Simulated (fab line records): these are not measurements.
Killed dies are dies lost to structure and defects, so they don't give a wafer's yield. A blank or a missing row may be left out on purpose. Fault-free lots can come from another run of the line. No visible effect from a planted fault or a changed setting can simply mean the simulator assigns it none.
A struck lot beside a sound one -- flow rit_cmos -- 18 steps out of a route of 202
Sound: wafers L325.1, L325.3, L325.4. Struck: wafer L332.2 (L332.1, L332.4, from the same lot, were not struck and are left out); the cause is given at the end.
Per side, at each step with rows, come the tool, then ch with its chambers, and then its first start. Under that, the readings that differ: sound wafers -- struck wafers -- difference of the means -- sigmas: that difference in standard deviations of wafers without a fault.
alike: words and numbers the same on both sides, and readings whose means are apart by under 2 such deviations; not compared: readings that were withheld, readings missing a value for some wafer, numbers with overlapping values and no deviation given by the record, and bounds like >300 which may hide the same value.
The two part at a step that has a row with sigmas, a row that says differs or no value, or rows on one side only. Numbers that have no deviation but don't overlap get no sigmas and don't part them. A reading missing from all wafers of one side parts the sides only when that side holds two or more wafers.

RIT_M1_SPUTTER_00: material Al, target thk 400 nm, time 491.7 s.
  sound: pvd_sputter-03 at day 3 15:09; struck: pvd_sputter-02 at day 4 18:41
reading,sound,struck,difference,sigmas
cathode_dc_power_W (W),2000.2 1999.5 2000.4,1999.2,-0.8,-2
  alike: chamber_pressure_pa, throttle_valve_pct
RIT_M1_RS_MEAS_01: uses a four-point probe to measure.
  sound: film_metro-02 at day 3 15:27; struck: film_metro-02 at day 4 18:59
  alike: M1_AL_RS
RIT_M1_THK_MEAS_02: measures by xrf.
  sound: film_metro-02 at day 3 15:34; struck: film_metro-02 at day 4 19:06
  alike: M1_AL_THK
then, 6 steps without rows for these wafers: RIT_M1_HMDS_03 (prime time 60 s); RIT_M1_COAT_04 (resist thk 1300 nm); RIT_M1_SOFTBAKE_05 (time 60 s); RIT_M1_EXPOSE_06 (exposes mask M12, target cd 2600 nm); RIT_M1_PEB_07; RIT_M1_DEVELOP_08 (develop time 68 s).
RIT_M1_CD_MEAS_09: target cd 2600 nm.
  sound: cd_sem-01 at day 3 16:40; struck: cd_sem-01 at day 4 20:02
  alike: cd_nm
RIT_M1_OVL_MEAS_10:
  sound: overlay-02 at day 3 16:47; struck: overlay-02 at day 4 20:10
  alike: M1_OVL
then, 1 step without rows for these wafers: RIT_M1_HARDBAKE_11 (time 120 s).
RIT_M1_METAL_ETCH_12: etches Al in Cl2/BCl3, stops on SiO2, time 165 s, target depth 600 nm.
  sound on rie_metal-04 ch 0,1, day 3 17:05; struck on rie_metal-03 ch 1, day 4 20:26
reading,sound,struck,difference,sigmas
mfc_cl2_sccm (sccm),59.78 60.10 59.66,60.27,+0.42,+2
oes_product_au (a.u.),0.771 0.761 0.767,0.988,+0.222,+24
run_length_s (s),192.9 193.3 192.7,126.8,-66.2,-99 or more
model.NOVOLAK_of_M1_COAT_04.thk_nm (nm),814 825 814.9,948.9,+130.9,
model.M1.feature_depth_nm (nm),423.4 417.4 419.3,346.7,-73.3,
model.etch.depth_nm (nm),391.5 386.4 387.5,346.7,-41.8,
  alike: chamber_pressure_mTorr, drypump_motor_current_A, throttle_valve_pct
  not compared: rf_hours_counter_h
then, 1 step without rows for these wafers: RIT_M1_STRIP_13 (strips in nmp, time 600 s).
RIT_M1_STRIP_14: strips in O2, time 180 s.
  sound on plasma_asher-04 ch 0,1, day 3 17:25; struck on plasma_asher-04 ch 0, day 4 20:57
  alike: chamber_pressure_mTorr, drypump_motor_current_A
  not compared: rf_hours_counter_h
RIT_M1_CD_MEAS_90: target cd 2600 nm.
  sound: cd_sem-01 at day 3 17:35; struck: cd_sem-01 at day 4 21:08
reading,sound,struck,difference,sigmas
cd_nm (nm),2603.1 2604.4 2602.3,2611.3,+8.0,+3
then, 1 step without rows for these wafers: RIT_M1_ANNEAL_15 (time 1800 s).
RIT_M1_PROBE_99:
  sound: prober-02 at day 3 19:20; struck: prober-01 at day 4 22:55
reading,sound,struck,difference,sigmas
defect_limited_yield (%),97.0 98.1 96.2,0,-97,-81
killed_at_M0_to_M3,0 0 0,259,+259,+99 or more
killed_dies,8 5 10,264,+256,+80
killed_on_rim,3 2 5,70,+67,+44
sort_bin_5_function (%),0.8 0.8 2.3,98.9,+97.6,+99 or more
sort_n_pass,256 259 254,0,-256,-80
sort_yield_pct (%),97.0 98.1 96.2,0,-97,-81
  alike: killed_at_contacts, killed_at_front_end, killed_open, killed_short, sort_bin_3_pad_short, sort_bin_6_memory

WHERE THEY PART
First at RIT_M1_SPUTTER_00; last, within this record, at RIT_M1_PROBE_99.

WHY: what had been put in by the simulator
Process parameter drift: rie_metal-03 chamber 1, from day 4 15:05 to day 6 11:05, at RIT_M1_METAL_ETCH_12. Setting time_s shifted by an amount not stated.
